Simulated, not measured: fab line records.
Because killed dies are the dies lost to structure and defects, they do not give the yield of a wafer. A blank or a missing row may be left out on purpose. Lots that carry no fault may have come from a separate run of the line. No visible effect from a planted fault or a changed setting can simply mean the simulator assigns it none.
Which tool was responsible? ; flow berkeleyCmos170 ; 7 lots with 21 wafers sampled at 3 steps, on a route of 331 steps

## WHAT THE GAUGES SHOWED, per wafer
UCB170_ACTIVE_THK_MEAS_06.
lot;measured;on;ACTIVE_NITRIDE_THK (nm)
L639;day 5 03:04;filmMetro-02;221.0 219.1 221.4
L641;day 5 13:08;filmMetro-03;224.9 227.0 225.5
L645;day 6 09:55;filmMetro-04;320.6 319.8 319.7
L646;day 6 09:56;filmMetro-02;322.7 323.5 323.1
L656;day 9 02:35;filmMetro-04;219.4 218.2 219.9
L658;day 9 02:37;filmMetro-04;221.8 222.3 221.8
L660;day 10 07:53;filmMetro-03;216.7 217.0 219.6

## EACH LOT AND THE TOOL THAT RAN IT (in order: tool; ch and the chambers of the sampled wafers; start)
lot;UCB170_NWELL_STRIP_15;UCB170_ACTIVE_CVD_05
L639;plasmaAsher-03 ch 0,1, day 2 19:39;lpcvd-01 ch 0, day 5 01:09
L641;plasmaAsher-04 ch 0,1, day 3 05:56;lpcvd-02 ch 0, day 5 11:13
L645;plasmaAsher-02 ch 0,1, day 4 01:48;lpcvd-01 ch 1, day 6 07:59
L646;plasmaAsher-02 ch 0,1, day 4 06:30;lpcvd-01 ch 0, day 6 07:59
L656;plasmaAsher-03 ch 0,1, day 6 12:23;lpcvd-01 ch 1, day 9 00:38
L658;plasmaAsher-02 ch 0,1, day 6 17:27;lpcvd-01 ch 1, day 9 00:38
L660;plasmaAsher-02 ch 0,1, day 7 09:19;lpcvd-02 ch 1, day 10 05:59
- UCB170_NWELL_STRIP_15: strips in O2.
- UCB170_ACTIVE_CVD_05: deposits Si3N4 from SiH2Cl2/NH3, target thk 220 nm, time 3300 s.

## THE ANSWER, worked out from the rows above alone
Rule: usual is defined by the lots themselves. The widest of any qualifying gaps counts: lots, ordered by their means at a reading, are off when they make up no more than a third of the lots, leave a main group of 4 or more, and stand apart from it by 3 or more times the standard deviation of that group's means. Not used: any main group whose means are identical at the precision the tables above print for the reading. A lot without any number at a reading at which 4 lots or more have one is off too. Where the step has rows for the other lots, those lots are counted as sound.
Off: L645, L646, seen at UCB170_ACTIVE_THK_MEAS_06 (ACTIVE_NITRIDE_THK). Mean 221.0 nm and standard deviation 2.8 in the main group.
If a tool, at a process step before that reading, ran all the lots that are off and no sound lot after the first of them, it fits. Gauges at UCB170_ACTIVE_THK_MEAS_06: tried the same way as those tools. Not one of the candidates tried fits.

## WHAT THE SIMULATOR HAD PUT IN
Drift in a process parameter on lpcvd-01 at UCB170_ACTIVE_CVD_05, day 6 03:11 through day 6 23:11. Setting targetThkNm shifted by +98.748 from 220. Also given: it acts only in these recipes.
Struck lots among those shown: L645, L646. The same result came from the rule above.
